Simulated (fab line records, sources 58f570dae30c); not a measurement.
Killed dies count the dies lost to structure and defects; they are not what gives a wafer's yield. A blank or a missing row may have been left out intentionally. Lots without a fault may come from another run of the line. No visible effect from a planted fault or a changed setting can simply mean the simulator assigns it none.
Chamber matching | flow berkeleyCmos170 | 4 sister chambers for UCB170_NWELL_WET_ETCH_00 on wetBench-03
The step etches SiO2 in dHF, time 200 s. 8 wafers are shown with their chamber, then 8 later ones without.

## WAFERS, EACH WITH ITS CHAMBER
wafer  | chamber | runLengthS (s) | bathHeatDutyPct (%)
L267.5 | 1       | 226.4          | 8.0
L268.2 | 2       | 224.1          | 5.9
L268.6 | 2       | 224.1          | 5.8
L271.5 | 0       | 224.0          | 6.0
L271.6 | 0       | 224.0          | 5.8
L272.3 | 3       | 227.3          | 7.3
L272.4 | 3       | 227.3          | 6.8
L274.3 | 1       | 226.2          | 8.3

## WAFERS WHOSE CHAMBER IS MISSING
wafer  | runLengthS (s) | bathHeatDutyPct (%)
L274.4 | 226.2          | 7.4
L274.5 | 226.2          | 8.0
L281.1 | 225.1          | 6.0
L281.3 | 225.1          | 6.1
L281.5 | 225.1          | 6.4
L283.1 | 225.1          | 5.7
L283.2 | 225.1          | 6.4
L283.4 | 225.1          | 6.2

## WHICH CHAMBER EACH ONE RAN IN
wafer  | from the rows above     | in truth
L274.4 | 1                       | 1
L274.5 | 1                       | 1
L281.1 | can't be placed: 2 or 0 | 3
L281.3 | can't be placed: 2 or 0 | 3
L281.5 | can't be placed: 2 or 0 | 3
L283.1 | can't be placed: 2 or 0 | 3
L283.2 | can't be placed: 2 or 0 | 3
L283.4 | can't be placed: 2 or 0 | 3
Correctly placed: 2 of 8. Unplaceable from these rows: 6, with the true chamber sitting among the candidates in 0. Placed wrongly: 0.
How it was worked out, from the rows above alone: a wafer's distance from a chamber is the root of the sum, over the readings, of the square of ((its reading less the chamber's mean) divided by the reading's scatter). The wafer belongs to the nearest chamber; if the next one is less than 2 further off, it can't be placed. Each chamber's mean is taken over the wafers shown for it. The scatter: take each reading less its chamber's mean, square it, sum over the shown wafers, divide by the number of wafers less the number of chambers, and take the root.
